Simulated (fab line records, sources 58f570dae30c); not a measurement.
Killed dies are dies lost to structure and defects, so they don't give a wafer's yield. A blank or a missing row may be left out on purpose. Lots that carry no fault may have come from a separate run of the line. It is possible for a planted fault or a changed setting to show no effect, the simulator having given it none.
Which of the tools did it? | flow berkeley-cmos170 | Sampling: 14 lots, 42 wafers, 3 of 331 route steps

== WHAT EACH GAUGE READ, for each wafer ==
UCB170_NWELL_THK_MEAS_05.
lot  | measured    | on            | NWELL_NITRIDE_THK (nm)
L798 | day 2 02:39 | film-metro-02 | 222.6 223.0 222.4
L799 | day 2 11:25 | film-metro-01 | 223.3 223.5 223.8
L800 | day 2 17:49 | film-metro-03 | 220.1 219.4 220.7
L801 | day 2 22:38 | film-metro-02 | 221.4 222.9 223.4
L803 | day 3 21:45 | film-metro-03 | 224.5 222.6 225.4
L804 | day 4 06:12 | film-metro-03 | 222.6 224.9 223.6
L808 | day 4 15:16 | film-metro-01 | 222.2 224.5 221.9
L809 | day 4 22:57 | film-metro-01 | 226.0 223.7 223.6
L815 | day 5 15:44 | film-metro-02 | 223.1 223.1 223.8
L817 | day 6 08:05 | film-metro-02 | 225.4 225.4 227.7
L818 | day 6 08:02 | film-metro-03 | 221.5 220.6 222.2
L819 | day 6 17:22 | film-metro-03 | 222.5 224.9 222.9
L820 | day 7 00:10 | film-metro-01 | 229.2 229.0 227.9
L821 | day 7 00:12 | film-metro-03 | 224.7 225.2 226.1

UCB170_NWELL_TW_MEAS_16.
lot  | measured    | on            | NWELL_TW
L798 | day 2 04:20 | film-metro-01 | 1264 1268 1260
L799 | day 2 13:00 | film-metro-02 | 1252 1256 1248
L800 | day 2 19:17 | film-metro-03 | 1248 1253 1258
L801 | day 3 00:03 | film-metro-01 | 1262 1263 1267
L803 | day 3 23:38 | film-metro-02 | 1255 1255 1255
L804 | day 4 07:29 | film-metro-03 | 1241 1238 1237
L808 | day 4 17:10 | film-metro-03 | 1243 1243 1239
L809 | day 5 00:34 | film-metro-01 | 1261 1262 1261
L815 | day 5 17:47 | film-metro-03 | 1244 1242 1244
L817 | day 6 10:50 | film-metro-03 | 1245 1252 1251
L818 | day 6 10:45 | film-metro-02 | 1265 1259 1255
L819 | day 6 18:59 | film-metro-03 | 1247 1243 1240
L820 | day 7 01:43 | film-metro-03 | 1229 1233 1239
L821 | day 7 01:58 | film-metro-01 | 1260 1254 1256

== WHAT TOOL EACH LOT RAN ON (gives the tool, then ch and the chambers of the sampled wafers, and finally the start) ==
lot  | UCB170_ZERO_STRIP_07
L798 | plasma-asher-04 ch 0,1, day 1 17:14
L799 | plasma-asher-02 ch 0,1, day 2 02:32
L800 | plasma-asher-01 ch 0,1, day 2 07:13
L801 | plasma-asher-01 ch 0, day 2 10:05
L803 | plasma-asher-01 ch 0,1, day 3 04:53
L804 | plasma-asher-02 ch 0,1, day 3 14:23
L808 | plasma-asher-02 ch 0,1, day 4 01:57
L809 | plasma-asher-01 ch 0, day 4 08:56
L815 | plasma-asher-02 ch 0,1, day 5 06:23
L817 | plasma-asher-02 ch 0,1, day 5 18:47
L818 | plasma-asher-04 ch 0,1, day 5 22:08
L819 | plasma-asher-02 ch 0,1, day 6 04:04
L820 | plasma-asher-02 ch 0,1, day 6 11:52
L821 | plasma-asher-04 ch 0,1, day 6 14:44
- UCB170_ZERO_STRIP_07: strips in O2.

== WHAT THE TOOLS THEMSELVES READ (means of the sampled wafers that have a number; where no wafer has one, the mark that the record gives instead) ==
UCB170_ZERO_STRIP_07.
lot  | tool            | drypump-motor-current-A (A) | oes-product-au (a.u.) | strip-time-to-endpoint-s (s)
L798 | plasma-asher-04 | 5.5                         | 0.726                 | 21.50
L799 | plasma-asher-02 | 6.0                         | 0.728                 | 21.47
L800 | plasma-asher-01 | 5.8                         | 0.725                 | 21.41
L801 | plasma-asher-01 | 5.6                         | 0.729                 | 21.59
L803 | plasma-asher-01 | 6.1                         | 0.733                 | 21.45
L804 | plasma-asher-02 | 6.0                         | 0.725                 | 21.45
L808 | plasma-asher-02 | 6.0                         | 0.725                 | 21.43
L809 | plasma-asher-01 | 5.6                         | 0.725                 | 21.39
L815 | plasma-asher-02 | 5.9                         | 0.728                 | 21.47
L817 | plasma-asher-02 | 5.9                         | 0.726                 | 21.48
L818 | plasma-asher-04 | 5.5                         | 0.727                 | 21.52
L819 | plasma-asher-02 | 5.9                         | 0.729                 | 21.33
L820 | plasma-asher-02 | 6.0                         | 0.726                 | 21.50
L821 | plasma-asher-04 | 5.5                         | 0.724                 | 21.46

== THE ANSWER, worked out from the rows above alone ==
Rule: the usual values come from the lots themselves. The widest of any qualifying gaps counts: lots, ordered by their means at a reading, are off when they make up no more than a third of the lots, leave a main group of 4 or more, and stand apart from it by 3 or more times the standard deviation of that group's means. The tables above print the reading to a certain number of digits; a main group whose means all agree to those digits is not used. Also off: a lot with no number at a reading for which 4 or more lots have one. Any other lot the step has rows for is counted as sound. After the gauges, taken in route order, come the tools' own readings; for these a lot's mean is taken, as printed above. At the first step where some lot is off, the reading lying furthest off is the one used; lots without a number count as furthest.
Nothing can be told from this: no lot is off at any reading shown.

== WHAT THE SIMULATOR HAD PUT IN ==
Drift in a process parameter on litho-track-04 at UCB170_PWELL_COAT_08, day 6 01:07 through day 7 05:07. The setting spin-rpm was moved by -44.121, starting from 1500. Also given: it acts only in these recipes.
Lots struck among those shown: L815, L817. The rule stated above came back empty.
